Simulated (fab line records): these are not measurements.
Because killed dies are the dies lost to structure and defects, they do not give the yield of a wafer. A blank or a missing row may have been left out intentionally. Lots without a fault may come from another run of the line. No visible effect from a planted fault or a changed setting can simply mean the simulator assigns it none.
Split-lot experiment :: flow berkeley cmos170 :: 23 wafers read from 5 lots, route of 331 steps

THE SPLIT ITSELF
At UCB170_PVT_IMPLANT_07, the setting dose cm2 was moved away from the recipe's 2e+12 on 9 of the 23 wafers read, by -4.8% to +5.7%. For the rest of the wafers, this setting stayed at what the recipe calls for.

BETWEEN THE SPLIT AND THE READING: the file shows 1 step in between
- UCB170_PVT_STRIP_08: strips in O2

THE READING
PVT_TW, at UCB170_PVT_TW_MEAS_09. On this fab line, fault-free wafers typically give 510 with a standard deviation of 3.6.

wafer: L074.1
tool, chamber at the split: implanter-04, 0
dose cm2 as run: 1.904e+12
against the recipe: -4.8%
PVT_TW: 506
against lot-mates on the recipe: -10

wafer: L074.2
tool, chamber at the split: implanter-04, 0
dose cm2 as run: 1.904e+12
against the recipe: -4.8%
PVT_TW: 508
against lot-mates on the recipe: -8

wafer: L074.4
tool, chamber at the split: implanter-04, 0
dose cm2 as run: 2e+12
against the recipe: recipe
PVT_TW: 520
against lot-mates on the recipe: -

wafer: L074.5
tool, chamber at the split: implanter-04, 0
dose cm2 as run: 2e+12
against the recipe: recipe
PVT_TW: 513
against lot-mates on the recipe: -

wafer: L074.6
tool, chamber at the split: implanter-04, 0
dose cm2 as run: 2e+12
against the recipe: recipe
PVT_TW: 516
against lot-mates on the recipe: -

wafer: L075.1
tool, chamber at the split: implanter-04, 0
dose cm2 as run: 2.114e+12
against the recipe: +5.7%
PVT_TW: 514
against lot-mates on the recipe: +8

wafer: L075.2
tool, chamber at the split: implanter-04, 0
dose cm2 as run: 2e+12
against the recipe: recipe
PVT_TW: 506
against lot-mates on the recipe: -

wafer: L075.4
tool, chamber at the split: implanter-04, 0
dose cm2 as run: 2e+12
against the recipe: recipe
PVT_TW: 506
against lot-mates on the recipe: -

wafer: L075.5
tool, chamber at the split: implanter-04, 0
dose cm2 as run: 2.114e+12
against the recipe: +5.7%
PVT_TW: 515
against lot-mates on the recipe: +9

wafer: L075.6
tool, chamber at the split: implanter-04, 0
dose cm2 as run: 2e+12
against the recipe: recipe
PVT_TW: 506
against lot-mates on the recipe: -

wafer: L077.2
tool, chamber at the split: implanter-01, 0
dose cm2 as run: 2e+12
against the recipe: recipe
PVT_TW: 512
against lot-mates on the recipe: -

wafer: L077.4
tool, chamber at the split: implanter-01, 0
dose cm2 as run: 2e+12
against the recipe: recipe
PVT_TW: 512
against lot-mates on the recipe: -

wafer: L077.6
tool, chamber at the split: implanter-01, 0
dose cm2 as run: 2e+12
against the recipe: recipe
PVT_TW: 515
against lot-mates on the recipe: -

wafer: L076.1
tool, chamber at the split: implanter-04, 0
dose cm2 as run: 2e+12
against the recipe: recipe
PVT_TW: 510
against lot-mates on the recipe: -

wafer: L076.2
tool, chamber at the split: implanter-04, 0
dose cm2 as run: 1.933e+12
against the recipe: -3.3%
PVT_TW: 504
against lot-mates on the recipe: -5

wafer: L076.3
tool, chamber at the split: implanter-04, 0
dose cm2 as run: 2e+12
against the recipe: recipe
PVT_TW: 508
against lot-mates on the recipe: -

wafer: L076.4
tool, chamber at the split: implanter-04, 0
dose cm2 as run: 1.933e+12
against the recipe: -3.3%
PVT_TW: 503
against lot-mates on the recipe: -6

wafer: L076.6
tool, chamber at the split: implanter-04, 0
dose cm2 as run: 1.933e+12
against the recipe: -3.3%
PVT_TW: 504
against lot-mates on the recipe: -5

wafer: L078.2
tool, chamber at the split: implanter-04, 0
dose cm2 as run: 2e+12
against the recipe: recipe
PVT_TW: 511
against lot-mates on the recipe: -

wafer: L078.3
tool, chamber at the split: implanter-04, 0
dose cm2 as run: 1.91e+12
against the recipe: -4.5%
PVT_TW: 503
against lot-mates on the recipe: -7

wafer: L078.4
tool, chamber at the split: implanter-04, 0
dose cm2 as run: 1.91e+12
against the recipe: -4.5%
PVT_TW: 503
against lot-mates on the recipe: -7

wafer: L078.5
tool, chamber at the split: implanter-04, 0
dose cm2 as run: 2e+12
against the recipe: recipe
PVT_TW: 509
against lot-mates on the recipe: -

wafer: L078.6
tool, chamber at the split: implanter-04, 0
dose cm2 as run: 2e+12
against the recipe: recipe
PVT_TW: 509
against lot-mates on the recipe: -

FIT RESULTS
A straight line over all 23 wafers: PVT_TW changes by +1.13 for each +1% of dose cm2; r = +0.66; the points scatter about the line by 3.7.
The same after taking each lot's own level away (the mean of its wafers on the recipe; 23 wafers): +1.61 for each +1%; r = +0.95; scatter 1.5.
According to that fit, moving dose cm2 by its largest amount changes the reading by 9.2.
Across the lots, their own levels run from 506.0 to 516.3, a range of 2.9 times the standard deviation given above.
So the lot-to-lot level blurs the effect unless lot-mates are compared.
Check: +9.42 against its lot-mates is what the line predicts for one of the wafers moved furthest among these (+5.7%) when that wafer is left out of the fit. It came out at +8 against them.

ADDITIONAL SPLITS CARRIED BY THESE WAFERS
Note: prior to the reading, these wafers also went through further splits. Each is held against what the fit with the lots' levels taken away leaves over:
other split on the same wafers: UCB170_ZERO_COAT_01 spin rpm
wafers away from the commonest value: 7
r with PVT_TW (lot level and that fit taken away): +0.01

other split on the same wafers: UCB170_ZERO_DEVELOP_05 develop time s
wafers away from the commonest value: 7
r with PVT_TW (lot level and that fit taken away): +0.07

other split on the same wafers: UCB170_ACTIVE_EXPOSE_10 dose mj
wafers away from the commonest value: 9
r with PVT_TW (lot level and that fit taken away): -0.24

other split on the same wafers: UCB170_SACOX_OXIDATION_01 temp c
wafers away from the commonest value: 15
r with PVT_TW (lot level and that fit taken away): -0.08

other split on the same wafers: UCB170_NVT_COAT_01 resist thk nm
wafers away from the commonest value: 6
r with PVT_TW (lot level and that fit taken away): -0.13

other split on the same wafers: UCB170_NVT_IMPLANT_07 tilt deg
wafers away from the commonest value: 8
r with PVT_TW (lot level and that fit taken away): -0.11

THE FILE'S OWN FIT
PVT_TW changes by +1.62 for each +1% of dose cm2, r = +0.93.
